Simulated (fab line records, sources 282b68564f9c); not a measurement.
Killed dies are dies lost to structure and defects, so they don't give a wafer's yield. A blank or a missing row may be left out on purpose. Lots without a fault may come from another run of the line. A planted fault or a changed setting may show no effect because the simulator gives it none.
Which tool did it? | flow rit_cmos | 14 lots, 42 wafers sampled, at 4 steps of a route of 202

WHAT THE GAUGES READ, wafer by wafer
RIT_ACTIVE_THK_MEAS_02.
lot  | measured    | on            | ACTIVE_OXIDE_THK (nm)
L212 | day 1 13:07 | film_metro-01 | 45.0 44.9 45.5
L213 | day 1 17:55 | film_metro-01 | 47.9 47.8 47.3
L214 | day 1 22:08 | film_metro-04 | 46.8 46.7 46.5
L217 | day 2 14:13 | film_metro-01 | 47.6 47.8 47.3
L219 | day 2 23:28 | film_metro-04 | 46.0 45.6 45.6
L220 | day 3 04:20 | film_metro-04 | 47.0 47.0 46.8
L223 | day 3 19:05 | film_metro-01 | 46.7 47.4 47.4
L224 | day 4 00:04 | film_metro-03 | 47.0 46.7 46.8
L228 | day 4 20:04 | film_metro-04 | 47.1 46.5 47.6
L229 | day 5 02:14 | film_metro-03 | 52.0 51.9 52.0 52.1 51.9 52.0
L231 | day 5 11:56 | film_metro-03 | 51.5 50.9 51.0 51.5 50.8 51.0
L232 | day 5 16:03 | film_metro-03 | 46.7 46.6 46.6
L234 | day 6 02:05 | film_metro-01 | 47.4 47.5 47.6
L235 | day 6 07:41 | film_metro-01 | 46.9 46.5 46.8

RIT_NRETRO_OVL_MEAS_06.
lot  | measured    | on         | NRETRO_OVL (nm)
L212 | day 2 08:05 | overlay-02 | 0.6 0.9 1.0
L213 | day 2 14:15 | overlay-01 | 1.1 0.4 0.1
L214 | day 2 19:28 | overlay-01 | -1.8 -2.0 -1.9
L217 | day 3 08:49 | overlay-02 | 0.9 1.4 -0.4
L219 | day 3 16:47 | overlay-01 | -2.6 -1.5 -0.2
L220 | day 3 22:56 | overlay-01 | 0.1 -1.6 0.2
L223 | day 4 13:21 | overlay-01 | 1.6 0.4 -0.2
L224 | day 4 18:28 | overlay-01 | -2.0 -0.9 -1.6
L228 | day 5 15:10 | overlay-02 | 3.1 1.6 1.5
L229 | day 6 01:01 | overlay-01 | 1.0 1.3 0.8
L231 | day 6 14:31 | overlay-01 | -0.2 -0.1 0.6
L232 | day 6 10:56 | overlay-01 | -0.9 -0.6 0.4
L234 | day 6 20:29 | overlay-02 | -0.8 -0.5 0.9
L235 | day 7 01:25 | overlay-01 | 1.0 0.6 -0.7

RIT_SDANNEAL_RS_MEAS_05: measures by four-point-probe.
lot  | measured    | on            | NSD_RS (ohm/sq)
L212 | day 3 06:46 | film_metro-01 | 84.9 84.3 84.6
L213 | day 3 12:25 | film_metro-01 | 84.4 84.9 84.7
L214 | day 3 17:02 | film_metro-04 | 84.9 84.6 84.7
L217 | day 4 06:59 | film_metro-01 | 84.8 84.7 84.9
L219 | day 4 13:27 | film_metro-04 | 84.2 84.0 84.0
L220 | day 4 22:34 | film_metro-03 | 84.7 84.7 85.0
L223 | day 5 09:46 | film_metro-01 | 84.7 84.6 84.8
L224 | day 5 19:05 | film_metro-01 | 84.3 84.3 84.2
L228 | day 6 14:51 | film_metro-03 | 84.3 84.1 84.1
L229 | day 6 23:22 | film_metro-04 | 84.5 84.6 84.8
L231 | day 7 15:09 | film_metro-04 | 84.4 84.4 84.1
L232 | day 7 10:57 | film_metro-01 | 84.3 84.6 84.5
L234 | day 7 19:05 | film_metro-01 | 84.0 83.8 84.1
L235 | day 7 22:11 | film_metro-04 | 84.5 84.1 84.3

WHICH TOOL RAN EACH LOT (tool, then ch and the chambers of the sampled wafers, then the start)
lot  | RIT_ACTIVE_OXIDATION_01
L212 | furnace-03 ch 0, day 1 11:11
L213 | furnace-01 ch 0, day 1 15:59
L214 | furnace-01 ch 0, day 1 20:11
L217 | furnace-01 ch 0, day 2 12:17
L219 | furnace-01 ch 0, day 2 21:31
L220 | furnace-04 ch 0, day 3 02:23
L223 | furnace-03 ch 0, day 3 17:07
L224 | furnace-01 ch 0, day 3 22:07
L228 | furnace-03 ch 0, day 4 18:07
L229 | furnace-01 ch 0, day 5 00:17
L231 | furnace-01 ch 0, day 5 10:00
L232 | furnace-03 ch 0, day 5 14:07
L234 | furnace-03 ch 0, day 6 00:07
L235 | furnace-04 ch 0, day 6 05:46
- RIT_ACTIVE_OXIDATION_01: target thk 46.8 nm, ox time 3360 s.

WHAT THE TOOLS THEMSELVES READ (means of the sampled wafers that have a number; where no wafer has one, the mark that the record gives instead)
RIT_ACTIVE_OXIDATION_01.
lot  | tool       | spike_tc_centre_C (C) | spike_tc_load_C (C) | spike_tc_source_C (C) | tube_center_temp_C (C) | tube_center_temp_C_max
L212 | furnace-03 | 1003.5                | 1026                | 1028.2                | 1000                   | 1002.6
L213 | furnace-01 | 1001.0                | 1031                | 1025.0                | 1000                   | 1002.5
L214 | furnace-01 | 1001.2                | 1030                | 1025.6                | 1000                   | 1002.7
L217 | furnace-01 | 1000.1                | 1031                | 1024.0                | 1000                   | 1002.7
L219 | furnace-01 | 1000.9                | 1031                | 1024.7                | 1000                   | 1003.0
L220 | furnace-04 | 1000.0                | 1019                | 1026.7                | 1000                   | 1002.6
L223 | furnace-03 | 1002.1                | 1026                | 1029.3                | 1000                   | 1002.4
L224 | furnace-01 | 1001.1                | 1030                | 1024.2                | 1000                   | 1002.3
L228 | furnace-03 | 1002.5                | 1025                | 1028.5                | 1000                   | 1002.4
L229 | furnace-01 | 1013.4                | 1044                | 1038.4                | 1000                   | 1002.2
L231 | furnace-01 | 1014.7                | 1043                | 1037.3                | 1000                   | 1002.7
L232 | furnace-03 | 1002.7                | 1025                | 1029.2                | 1000                   | 1002.4
L234 | furnace-03 | 1002.6                | 1026                | 1028.2                | 1000                   | 1002.3
L235 | furnace-04 | 1001.2                | 1019                | 1027.5                | 1000                   | 1002.6

THE ANSWER, worked out from the rows above alone
Rule: what is usual is taken from the lots themselves. Put in order of their means at a reading, lots are off if they are a third of the lots or fewer, leave a main group of 4 or more, and stand apart from it by a gap of 3 or more times the standard deviation of the main group's means; of several such gaps the widest counts. A main group whose means are all the same, to the digits that the tables above print for the reading, isn't used. A lot without any number at a reading at which 4 lots or more have one is off too. The other lots that the step has rows for count as sound. The gauges are gone through in route order, then the tools' own readings, and for those a lot's mean is taken as printed above. The first step at which some lot is off is used, and at that step the reading that is off furthest; a lot without a number counts as furthest.
Off: L229, L231, at RIT_ACTIVE_THK_MEAS_02 (ACTIVE_OXIDE_THK). The main group: mean 46.8 nm, standard deviation 0.71.
A tool fits if, at a process step before that reading, it ran every lot that is off, and no sound lot after the first of them. The gauges at RIT_ACTIVE_THK_MEAS_02 aren't tried: what is off there is off at RIT_ACTIVE_OXIDATION_01 too, on other tools, and a gauge's error can't cause that. One fits: furnace-01 at RIT_ACTIVE_OXIDATION_01. Its last sound lot is L224 (day 3 22:07), its first lot that is off L229 (day 5 00:17): a fault that began between those two fits.
The tool's own readings at RIT_ACTIVE_OXIDATION_01 bear it out: on the lots that are off they differ by more than 5 times the standard deviation of the sound lots' means. spike_tc_centre_C reads 1014.0 C there against 1001.6 C on the sound lots; spike_tc_source_C reads 1037.8 C there against 1026.8 C on the sound lots.

WHAT THE SIMULATOR HAD PUT IN
Process parameter drift: furnace-01, from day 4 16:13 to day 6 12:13, at RIT_ACTIVE_OXIDATION_01. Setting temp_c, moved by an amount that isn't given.
Lots struck among those shown: L229, L231. The rule above found the same.
